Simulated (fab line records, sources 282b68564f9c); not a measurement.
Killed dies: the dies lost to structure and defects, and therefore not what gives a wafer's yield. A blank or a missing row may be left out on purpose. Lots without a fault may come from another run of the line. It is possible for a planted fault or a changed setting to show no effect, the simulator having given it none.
A struck lot beside a sound one | flow rit cmos | 44 out of 202 route steps
Sound: wafers L121.2, L121.4, L121.5. Wafers L133.1, L133.4, L133.5 were the ones struck. The cause is given at the end.
For every step that has rows: the tool of each side, followed by ch and its chambers, followed by its first start. Under that, the readings that differ: sound wafers | struck wafers | difference of the means | sigmas: that difference in standard deviations of wafers without a fault.
alike: words and numbers the same on both sides, and readings whose means are apart by under 2 such deviations; not compared: readings that were withheld, readings missing a value for some wafer, numbers with overlapping values and no deviation given by the record, and bounds like >300 which may hide the same value.
The two part at a step that has a row with sigmas, a row that says differs or no value, or rows on one side only. Non-overlapping numbers with no deviation appear without sigmas and do not part them. A reading missing from all wafers of one side parts the sides only when that side holds two or more wafers.

first, 3 steps without rows for these wafers: RIT_REOX_CLEAN_01 (cleans in dHF, time 30 s); RIT_REOX_CLEAN_02 (cleans in SC2, time 600 s); RIT_REOX_OXIDATION_03 (target thk 25.2 nm, ox time 5580 s).
RIT_REOX_THK_MEAS_04:
  struck on film metro-02, day 6 01:13; sound on film metro-02, day 3 16:16
  alike: REOX_OXIDE_THK
then, 6 steps without rows for these wafers: RIT_NLDD_HMDS_00 (prime time 60 s); RIT_NLDD_COAT_01 (resist thk 1000 nm); RIT_NLDD_SOFTBAKE_02 (time 60 s); RIT_NLDD_EXPOSE_03 (exposes mask M7, target cd 40700 nm); RIT_NLDD_PEB_04; RIT_NLDD_DEVELOP_05 (develop time 50 s).
RIT_NLDD_OVL_MEAS_06:
  struck on overlay-01, day 6 02:08; sound on overlay-02, day 3 17:10
  alike: NLDD_OVL
then, 1 step without rows for these wafers: RIT_NLDD_HARDBAKE_07 (time 60 s).
RIT_NLDD_IMPLANT_08:
  sound on implanter-03 ch 0, day 3 17:22; struck on implanter-03 ch 0, day 6 02:19
  reading            | sound                         | struck                        | difference | sigmas
  dose ions cm2      | 4.996e+14 4.997e+14 4.991e+14 | 6.497e+14 6.491e+14 6.493e+14 | +1.499e+14 | +99 or more
  faraday current uA | 1563 1566 1500                | 2028 2021 2090                | +503       | +17
RIT_NLDD_STRIP_09: strips in O2, time 180 s.
  sound on plasma asher-03 ch 0,1, day 3 17:30; struck on plasma asher-02 ch 0,1, day 6 02:28
  alike: drypump motor current A
  not compared: rf hours counter h
RIT_NLDD_TW_MEAS_10:
  struck on film metro-03, day 6 02:38; sound on film metro-01, day 3 17:41
  reading | sound          | struck         | difference | sigmas
  NLDD_TW | 2500 2504 2506 | 2671 2666 2670 | +166       | +13
then, 6 steps without rows for these wafers: RIT_PLDD_HMDS_00 (prime time 60 s); RIT_PLDD_COAT_01 (resist thk 1000 nm); RIT_PLDD_SOFTBAKE_02 (time 60 s); RIT_PLDD_EXPOSE_03 (exposes mask M8, target cd 40900 nm); RIT_PLDD_PEB_04; RIT_PLDD_DEVELOP_05 (develop time 50 s).
RIT_PLDD_OVL_MEAS_06:
  struck on overlay-02, day 6 03:40; sound on overlay-02, day 3 18:45
  alike: PLDD_OVL
then, 2 steps without rows for these wafers: RIT_PLDD_HARDBAKE_07 (time 60 s); RIT_PLDD_IMPLANT_08.
RIT_PLDD_STRIP_09: strips in O2, time 180 s.
  sound on plasma asher-03 ch 0,1, day 3 19:05; struck on plasma asher-02 ch 0,1, day 6 04:01
  alike: drypump motor current A
  not compared: rf hours counter h
RIT_PLDD_TW_MEAS_10:
  struck on film metro-02, day 6 04:11; sound on film metro-01, day 3 19:16
  reading | sound          | struck         | difference | sigmas
  PLDD_TW | 2356 2360 2347 | 2382 2373 2374 | +22        | +2
then, 4 steps without rows for these wafers: RIT_SPACER_CLEAN_00 (cleans in SC1, time 600 s); RIT_SPACER_CLEAN_01 (cleans in dHF, time 30 s); RIT_SPACER_CLEAN_02 (cleans in SC2, time 600 s); RIT_SPACER_CVD_03 (deposits Si3N4 from SiH2Cl2/NH3, target thk 250 nm, time 3300 s).
RIT_SPACER_THK_MEAS_04:
  struck on film metro-01, day 6 06:34; sound on film metro-02, day 3 21:38
  alike: SPACER_NITRIDE_THK
RIT_SPACER_ETCHBACK_05: etches Si3N4 in SF6/CHF3, stops on SiO2, target depth 250 nm, time 240 s.
  sound on rie diel-03 ch 1,3, day 3 21:41; struck on rie diel-01 ch 0,1,3, day 6 06:37
  reading                | sound             | struck            | difference | sigmas
  throttle valve pct (%) | 10.24 10.15 10.14 | 10.39 10.40 10.56 | +0.27      | +2
  alike: drypump motor current A, oes product au
  not compared: rf hours counter h
then, 6 steps without rows for these wafers: RIT_NSD_HMDS_00 (prime time 60 s); RIT_NSD_COAT_01 (resist thk 1000 nm); RIT_NSD_SOFTBAKE_02 (time 60 s); RIT_NSD_EXPOSE_03 (exposes mask M9, target cd 40700 nm); RIT_NSD_PEB_04; RIT_NSD_DEVELOP_05 (develop time 50 s).
RIT_NSD_OVL_MEAS_06:
  struck on overlay-01, day 6 07:37; sound on overlay-01, day 3 22:41
  reading      | sound       | struck         | difference | sigmas
  NSD_OVL (nm) | 1.2 0.6 0.9 | -2.1 -1.0 -2.9 | -2.9       | -2
then, 2 steps without rows for these wafers: RIT_NSD_HARDBAKE_07 (time 60 s); RIT_NSD_IMPLANT_08.
RIT_NSD_STRIP_09: strips in O2, time 180 s.
  sound on plasma asher-02 ch 0,1, day 3 23:01; struck on plasma asher-01 ch 0,1, day 6 07:58
  alike: drypump motor current A
  not compared: rf hours counter h
RIT_SDANNEAL_RS_MEAS_07: measures by four-point-probe.
  struck on film metro-02, day 6 10:38; sound on film metro-03, day 4 01:29
  reading          | sound             | struck            | difference | sigmas
  NLDD_RS (ohm/sq) | 151.7 152.2 151.5 | 122.2 122.4 122.4 | -29.5      | -63
RIT_M1_PROBE_99:
  struck on prober-02, day 6 20:12; sound on prober-02, day 4 09:05
  reading                                    | sound                | struck               | difference | sigmas
  killed at front end                        | 14 7 11              | 1 2 2                | -9         | -3
  killed dies                                | 14 7 11              | 1 3 2                | -9         | -3
  killed open                                | 9 5 5                | 1 2 0                | -5         | -3
  model.etest.nmos_0p3.r on ohm um           | 2098 2067 2133       | 2053 2045 2036       | -55        |
  model.etest.nmos_0p15.r on ohm um          | 1097 1109 1128       | 1008 1020 998.5      | -102       |
  model.etest.nldd.rs ohm sq                 | 368.7 379.2 386.2    | 293.4 282.1 285.5    | -91.0      |
  model.etest.nmos turned.drive ua um        | 340.7 329.4 318.7    | 385.1 385.6 393.8    | +58.6      |
  model.etest.nmos_0p15.drive ua um          | 483.3 477.5 469.6    | 501.9 494.5 511.3    | +25.8      |
  model.etest.nldd.line ohm um               | 116.1 117.8 121.6    | 93.25 89.64 89.96    | -27.55     |
  model.etest.retro edge nmos.off log10 a um | -9.707 -10.02 -9.78  | -9.223 -9.405 -9.039 | +0.613     |
  model.etest.nmos_0p15.off log10 a um       | -9.807 -10.05 -9.922 | -9.439 -9.586 -9.31  | +0.481     |
  alike: killed_at_M0_to_M3, killed at contacts, killed short

WHERE THEY PART
Earliest at RIT_NLDD_IMPLANT_08; latest, in this record, at RIT_M1_PROBE_99.

WHY: what had been put in by the simulator
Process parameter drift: implanter-03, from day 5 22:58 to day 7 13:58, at RIT_NLDD_IMPLANT_08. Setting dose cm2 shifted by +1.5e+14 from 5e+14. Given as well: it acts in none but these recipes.
